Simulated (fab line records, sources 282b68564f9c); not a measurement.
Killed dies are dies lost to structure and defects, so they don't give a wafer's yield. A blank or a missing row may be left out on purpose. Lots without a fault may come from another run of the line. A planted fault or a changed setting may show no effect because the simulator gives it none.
fab line records | flow rit_cmos
record lots=14 wafers=42 last_day=7
route steps=202 shown ACTIVE@14 M1@202
lots that met no fault: from a run of the same line without faults
start_h: hours from the record's first day to the start of the lot's first wafer shown | wait_h: hours since the lot's step before | " the same as in the row above | L1.1+2: a row that stands for several wafers | - no value, or no start given | * or withheld: withheld | < > ~ a bound
route shown NAME@n: a module of which the file shows steps, and the number in the route of the first | usual: mean/standard deviation of fault-free wafers | same: alike in all rows | chamber/n: place in a boat | sites: the reading at each site | _std_site: their standard deviation | _edge_site: outer sites' mean less inner sites' | radius_mm: how far each site lies from the wafer's centre | mask NAME#n: copy n | behind: the tool/chamber that last shaped the wafer | hold: why the lot was held/for how many hours/how that ended | device: the transistor (n, p or np) that didn't switch | end of line: the same wafers' tests at the end of the route | a step without rows: its recipe alone | killed: dies lost to structure and defects at the first sort, not the wafer's yield | map: a wafer's dies, x killed, . not, _ none there
set.NAME: the setting as run; set.NAME@STEP: as run at that earlier step | model.NAME: the simulator's own value behind a step, which no gauge read
steps of the route over a sample of lots; a table a step, a row a wafer
services: from which hour (start_h, from the record's first day; less than 0 if before it) a tool's chamber was out of use, for how many hours, and why
## steps
# step RIT_ACTIVE_ETCH_13
# recipe stop_on=SiO2 chemistry=SF6 target=Si3N4 time_s=210 over_etch_frac=0.4 SF6_flow_sccm=200 pressure_mtorr=260 rf_w=125 target_depth_a=2100
# usual chamber_pressure_mTorr=259.99/0.26 drypump_motor_current_A=5.9/0.44 oes_product_au=0.825/0.013 throttle_valve_pct=7.50/0.12
# columns lot.wafer tool chamber start_h wait_h chamber_pressure_mTorr drypump_motor_current_A oes_product_au rf_hours_counter_h throttle_valve_pct
L859.4 rie_diel-04 3 26.35 0.1 260.13 5.2 0.835 - 7.30
L859.5 " 1 " " 260.04 6.2 0.842 - 7.51
L859.6 " 0 " " 260.14 6.6 0.809 - 7.65
L860.3 rie_diel-02 2 30.13 0.1 260.41 6.1 0.829 153 7.38
L860.4 " 3 " " 259.97 5.8 0.799 111 7.39
L860.6 " 1 " " 259.75 6.0 0.835 - 7.53
L861.1 rie_diel-04 1 38.37 0.1 260.48 6.2 0.851 159 7.52
L861.4 " 3 " " 259.86 5.2 0.832 41 7.29
L861.6 " 2 " " 260.23 5.3 0.822 - 7.38
L862.4 rie_diel-03 0 48.39 0.1 260.42 5.8 0.822 95 7.70
L862.5 " 1 " " 260.17 5.5 0.825 - 7.54
L862.6 " 2 " " 259.88 5.4 0.831 - 7.62
L865.1 rie_diel-04 3 55.87 0.1 259.66 5.2 0.832 41 7.31
L865.3 " 1 " " 259.33 6.2 0.836 159 7.53
L865.4 " 1 " " 260.07 6.2 0.844 - 7.51
L864.2 rie_diel-03 0 56.11 0.1 260.38 5.9 0.829 95 7.70
L864.3 " 1 " " 259.90 5.4 0.843 145 7.53
L864.6 " 0 " " 259.74 5.9 0.832 - 7.70
L866.1 rie_diel-02 0 63.31 0.1 260.22 5.6 0.810 144 7.47
L866.2 " 2 " " 260.18 6.2 0.809 153 7.38
L866.5 " 1 " " 260.25 6.0 0.831 - 7.52
L868.1 rie_diel-02 2 70.35 0.1 260.13 6.1 0.821 153 7.38
L868.5 " 1 " " 260.09 6.0 0.846 - 7.54
L868.6 " 2 " " 260.19 6.1 0.822 - 7.37
L873.2 rie_diel-04 2 99.35 0.1 260.28 5.3 0.831 93 7.40
L873.3 " 0 " " 260.40 6.6 0.807 51 7.64
L873.6 " 3 " " 260.07 5.2 0.829 - 7.29
L875.3 rie_diel-04 2 107.52 0.1 259.82 5.3 0.838 93 7.35
L875.4 " 0 " " 260.08 6.6 0.818 - 7.66
L875.6 " 3 " " 129.48 5.2 0.826 - 7.29
L876.3 rie_diel-04 3 110.21 0.1 130.27 5.1 0.818 42 7.29
L876.4 " 3 " " 130.16 5.2 0.825 - 7.29
L876.5 " 0 " " 259.92 6.6 0.809 - 7.65
L878.1 rie_diel-02 1 121.58 0.1 260.22 6.0 0.829 18 7.52
L878.3 " 3 " " 259.88 5.8 0.803 113 7.42
L878.6 " 1 " " 259.99 6.0 0.828 - 7.54
L879.3 rie_diel-03 3 125.07 0.1 259.98 6.5 0.821 144 7.48
L879.5 " 0 " " 259.81 5.9 0.818 - 7.69
L879.6 " 1 " " 259.95 5.5 0.844 - 7.52
L880.1 rie_diel-03 2 131.83 0.1 259.77 5.4 0.841 7 7.62
L880.2 " 3 " " 259.63 6.5 0.814 144 7.47
L880.3 " 0 " " 260.11 5.9 0.835 97 7.71
# step RIT_M1_PROBE_99
# usual killed_at_contacts=0.1/0.25 killed_at_front_end=7/3.1 killed_dies=7/3.2 killed_open=3.3/2 killed_short=3.5/2
# same gross_dies=264 killed_at_M0_to_M3=0 killed_at_M4_up=0 killed_at_back_side=0 killed_at_other=0
# columns lot.wafer tool chamber start_h wait_h killed_at_contacts killed_at_front_end killed_dies killed_open killed_short
L864.2 prober-01 - 126.81 0.1 0 9 9 5 4
L864.3 prober-01 - 126.86 0.2 0 11 11 4 7
L864.6 prober-01 - 127.01 0.2 0 8 8 5 3
L862.4 prober-02 - 128.41 0.2 0 7 7 0 7
L862.5 prober-02 - 128.46 0.2 0 6 6 2 4
L862.6 prober-02 - 128.51 0.2 0 3 3 2 1
L873.2 prober-01 - 154.78 0.1 0 4 4 2 2
L873.3 prober-01 - 154.83 0.2 0 10 10 5 5
L873.6 prober-01 - 154.98 0.2 0 11 11 8 3
L875.3 prober-01 - 158.99 0.2 0 5 5 1 4
L875.4 prober-01 - 159.04 0.2 0 9 9 5 4
L875.6 prober-01 - 159.14 0.2 1 10 11 6 5
L878.1 prober-02 - 168.84 0.1 0 8 8 4 4
L878.3 prober-02 - 168.94 0.2 0 4 4 1 3
L878.6 prober-02 - 169.09 0.2 0 6 6 2 4
# killed by level:class
L864.2 SILICIDE:geometric_particle:open=2 SILICIDE:geometric_particle:short=2 ACTIVE:geometric_particle:open=1 FOX1:geometric_particle:open=1 GATE:geometric_particle:open=1 GATE:geometric_particle:short=1 REOX:geometric_particle:short=1
L864.3 FOX1:geometric_particle:short=4 FOX1:geometric_particle:open=2 SPACER:geometric_particle:short=2 FOX2:geometric_particle:open=1 REOX:geometric_particle:short=1 SPACER:geometric_particle:open=1
L864.6 SILICIDE:geometric_particle:open=3 FOX1:geometric_particle:open=1 FOX1:geometric_particle:short=1 REOX:geometric_particle:open=1 REOX:geometric_particle:short=1 SILICIDE:geometric_particle:short=1
L862.4 GATE:geometric_particle:short=2 SILICIDE:geometric_particle:short=2 FOX1:geometric_particle:short=1 FOX2:geometric_particle:short=1 SPACER:geometric_particle:short=1
L862.5 GATE:geometric_particle:open=2 SILICIDE:geometric_particle:short=2 FOX1:geometric_particle:short=1 GATE:geometric_particle:short=1
L862.6 GATE:geometric_particle:open=1 REOX:geometric_particle:short=1 REOX:geometric_particle:open=1
L873.2 SPACER:geometric_particle:open=2 SPACER:geometric_particle:short=1 SILICIDE:geometric_particle:short=1
L873.3 GATE:geometric_particle:open=4 GATE:geometric_particle:short=4 REOX:geometric_particle:short=1 REOX:geometric_particle:open=1
L873.6 GATE:geometric_particle:open=4 FOX2:geometric_particle:open=2 FOX1:geometric_particle:short=1 FOX1:geometric_particle:open=1 FOX2:geometric_particle:short=1 GATE:geometric_particle:short=1 REOX:geometric_particle:open=1
L875.3 GATE:geometric_particle:short=2 REOX:geometric_particle:short=2 REOX:geometric_particle:open=1
L875.4 REOX:geometric_particle:open=2 SILICIDE:geometric_particle:open=2 FOX2:geometric_particle:short=1 GATE:geometric_particle:open=1 REOX:geometric_particle:short=1 SPACER:geometric_particle:short=1 SILICIDE:geometric_particle:short=1
L875.6 FOX1:geometric_particle:open=2 GATE:geometric_particle:open=2 FOX1:geometric_particle:short=1 GATE:geometric_particle:short=1 REOX:geometric_particle:short=1 REOX:geometric_particle:open=1 SPACER:geometric_particle:open=1 SPACER:geometric_particle:short=1
L878.1 FOX1:geometric_particle:short=2 GATE:geometric_particle:open=2 FOX1:geometric_particle:open=1 GATE:geometric_particle:short=1 SPACER:geometric_particle:open=1 SILICIDE:geometric_particle:short=1
L878.3 SILICIDE:geometric_particle:short=2 REOX:geometric_particle:short=1 SPACER:geometric_particle:open=1
L878.6 GATE:geometric_particle:short=2 FOX1:geometric_particle:open=1 FOX2:geometric_particle:open=1 FOX2:geometric_particle:short=1 SILICIDE:geometric_particle:short=1
## services
# columns tool chamber start_h hours kind
rie_diel-04 3 21.02 3.7 repair
rie_diel-04 2 25.39 4.3 repair
rie_diel-04 2 46.90 12.9 repair
rie_diel-03 3 66.73 1.3 repair
rie_diel-04 2 74.04 16.5 repair
rie_diel-04 3 79.36 5.8 repair
rie_diel-04 1 96.45 - clean
rie_diel-04 1 96.45 17.8 scheduled_down
rie_diel-04 1 96.45 17.8 vent_cycle
rie_diel-02 2 112.83 11.1 repair
rie_diel-02 2 123.92 - clean
rie_diel-02 2 123.92 16.1 scheduled_down
rie_diel-02 2 123.92 16.1 vent_cycle
## key
first_sign step=RIT_ACTIVE_ETCH_13 reading=chamber_pressure_mTorr direction=down sigmas=99+ usual=259.99 struck=129.97
effect none on later readings
met_at RIT_ACTIVE_ETCH_13
struck_lots L875,L876
struck_wafers L875.6,L876.3,L876.4
tester_left_out L875,L876
onset_between 99.35 107.52
fault kind=process_parameter_drift tool=rie_diel-04 chamber=3 onset_h=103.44 steps=RIT_ACTIVE_ETCH_13 channel=pressure_mtorr offset=-130 shape=step end_h=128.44 acts_in=these_recipes_only stated=260
# tester_left_out: of these lots the tester's yield and bins aren't shown, on N5 and GAA mostly nor the transistor test; their killed dies are dies lost to structure and defects alone, not to doping, threshold or leakage, so they don't give the yield
